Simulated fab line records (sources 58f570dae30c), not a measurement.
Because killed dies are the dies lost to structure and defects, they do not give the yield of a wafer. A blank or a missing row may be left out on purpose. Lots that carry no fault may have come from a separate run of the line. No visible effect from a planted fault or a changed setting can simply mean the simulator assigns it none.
What tool caused it? | flow berkeley-cmos170 | at 1 step of a route of 331, 15 lots with 45 wafers sampled

## WHAT THE GAUGES READ, wafer by wafer
Not one reading of a measure or inspect step in the record can be checked against a usual standard deviation.

## EACH LOT AND THE TOOL THAT RAN IT (in order: tool; ch and the chambers of the sampled wafers; start)
lot  | UCB170_FIELD_WET_ETCH_05
L380 | wet-bench-01 ch 0, day 5 22:13
L382 | wet-bench-01 ch 0, day 6 03:05
L383 | wet-bench-01 ch 2, day 6 03:05
L384 | wet-bench-01 ch 3, day 6 03:05
L385 | wet-bench-01 ch 1, day 6 03:05
L386 | wet-bench-04 ch 1, day 6 14:44
L387 | wet-bench-01 ch 3, day 7 05:44
L388 | wet-bench-01 ch 2, day 7 05:44
L390 | wet-bench-02 ch 3, day 7 20:11
L391 | wet-bench-02 ch 3, day 8 02:12
L392 | wet-bench-02 ch 2, day 8 02:12
L393 | wet-bench-02 ch 0, day 8 02:12
L394 | wet-bench-01 ch 1, day 8 19:29
L395 | wet-bench-01 ch 0, day 8 19:29
L396 | wet-bench-01 ch 3, day 8 19:29
- UCB170_FIELD_WET_ETCH_05: etches Si3N4 in H3PO4, time 12600 s.

## WHAT THE TOOLS THEMSELVES READ (means of the sampled wafers that have a number; where no wafer has one, the mark that the record gives instead)
UCB170_FIELD_WET_ETCH_05.
lot  | tool         | run-length-s (s)
L380 | wet-bench-01 | 12625
L382 | wet-bench-01 | 12625
L383 | wet-bench-01 | 12626
L384 | wet-bench-01 | 12624
L385 | wet-bench-01 | 12625
L386 | wet-bench-04 | 12634
L387 | wet-bench-01 | 12624
L388 | wet-bench-01 | 12625
L390 | wet-bench-02 | 12625
L391 | wet-bench-02 | 12626
L392 | wet-bench-02 | 12626
L393 | wet-bench-02 | 12625
L394 | wet-bench-01 | 20186
L395 | wet-bench-01 | 20186
L396 | wet-bench-01 | 20185

## THE ANSWER, worked out from the rows above alone
Rule: the usual values come from the lots themselves. The widest of any qualifying gaps counts: lots, ordered by their means at a reading, are off when they make up no more than a third of the lots, leave a main group of 4 or more, and stand apart from it by 3 or more times the standard deviation of that group's means. Not used: any main group whose means are identical at the precision the tables above print for the reading. Also off: a lot with no number at a reading for which 4 or more lots have one. Any other lot the step has rows for is counted as sound. Order of review: gauges by route order, followed by the tools' own readings, for which a lot's mean as printed above is used. At the first step where some lot is off, the reading lying furthest off is the one used; lots without a number count as furthest.
Off, at UCB170_FIELD_WET_ETCH_05 on run-length-s: L394, L395, L396. For the main group the mean is 12626 s and the standard deviation 2.5.
If a tool, at that step or one of the process steps before it, ran each lot that is off and ran no sound lot following the first of them, it fits. One candidate fits, namely wet-bench-01 at UCB170_FIELD_WET_ETCH_05. A fault onset in the window from L387 (day 7 05:44, its last sound lot) to L394 (day 8 19:29, its first lot off) fits.
On the lots that are off, the tool's own readings at UCB170_FIELD_WET_ETCH_05 differ by more than 5 times the standard deviation of the sound lots' means, which bears it out; run-length-s reads 20186 s there versus 12626 s on the sound lots.

## WHAT THE SIMULATOR HAD PUT IN
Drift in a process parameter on wet-bench-01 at UCB170_FIELD_WET_ETCH_05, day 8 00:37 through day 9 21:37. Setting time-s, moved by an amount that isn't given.
Struck lots among those shown: L394, L395, L396. The same result came from the rule above.
